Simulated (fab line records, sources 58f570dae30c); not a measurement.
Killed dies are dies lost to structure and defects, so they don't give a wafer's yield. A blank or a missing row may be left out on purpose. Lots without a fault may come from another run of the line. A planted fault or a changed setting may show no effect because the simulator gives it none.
One fault seen from 2 desks | flow berkeley_cmos170 | each desk has only its own numbers; what lay behind them comes last

THE METROLOGY DESK
What the gauges read, lot by lot, whatever tool the lot ran on: means of the sampled wafers that have a number. A lot is out of limits, marked OUT, if its mean lies more than 4 standard deviations from the usual mean; the brackets give that distance.
Columns: A = START_OXIDE_THK at UCB170_START_THK_MEAS_03, usual 20.0 nm; B = cd_nm at UCB170_V2_CD_MEAS_90, usual 699.4 nm
lot  | first seen here | A    | B
L693 | day 2 03:20     | 20.0 | 695.3
L694 | day 2 03:20     | 19.9 | 701.0
L696 | day 2 17:31     | 19.4 | 699.4
L701 | day 3 18:02     | 21.3 | 701.0
L702 | day 4 00:14     | 19.8 | 699.0
L704 | day 4 09:32     | 19.7 | 698.9
L705 | day 4 14:20     | 19.8 | 701.4
L706 | day 4 17:58     | 20.0 | 700.6
L707 | day 5 00:42     | 20.1 | 699.8
L709 | day 5 10:22     | 20.5 | 700.6
L710 | day 5 16:07     | 20.4 | 699.4
L711 | day 5 16:07     | 20.3 | 698.0
L713 | day 6 05:43     | 20.0 | 698.9
L714 | day 6 14:48     | 20.2 | 700.0
This desk's finding: nothing out of limits on any of the 14 lots.

THE TOOL OWNER'S DESK: krf_scanner-01
The tool's own readings at UCB170_NLDD_EXPOSE_03 (exposes mask NSELECT, target cd 1200 nm): means of the sampled wafers that have a number, for each lot that ran on this tool. A lot is out of limits, marked OUT, if its mean lies more than 4 standard deviations from the usual mean; the brackets give that distance.
Columns: A = exposure_dose_mJ_cm2 at UCB170_NLDD_EXPOSE_03, usual 29.98; B = focus_offset_nm at UCB170_NLDD_EXPOSE_03, usual 0.1 nm
lot  | first seen here | A     | B
L694 | day 8 10:48     | 29.99 | -0.4
L704 | day 10 06:31    | 30.02 | -0.0
L707 | day 11 07:20    | 29.94 | -0.1
L709 | day 11 08:31    | 29.99 | 0.0
L711 | day 11 21:27    | 29.96 | 0.5
This desk's finding: nothing out of limits on any of the 5 lots.

PUT TOGETHER
The metrology desk saw nothing out of limits.
The tool owner's desk saw nothing out of limits.

WHAT THE SIMULATOR HAD PUT IN
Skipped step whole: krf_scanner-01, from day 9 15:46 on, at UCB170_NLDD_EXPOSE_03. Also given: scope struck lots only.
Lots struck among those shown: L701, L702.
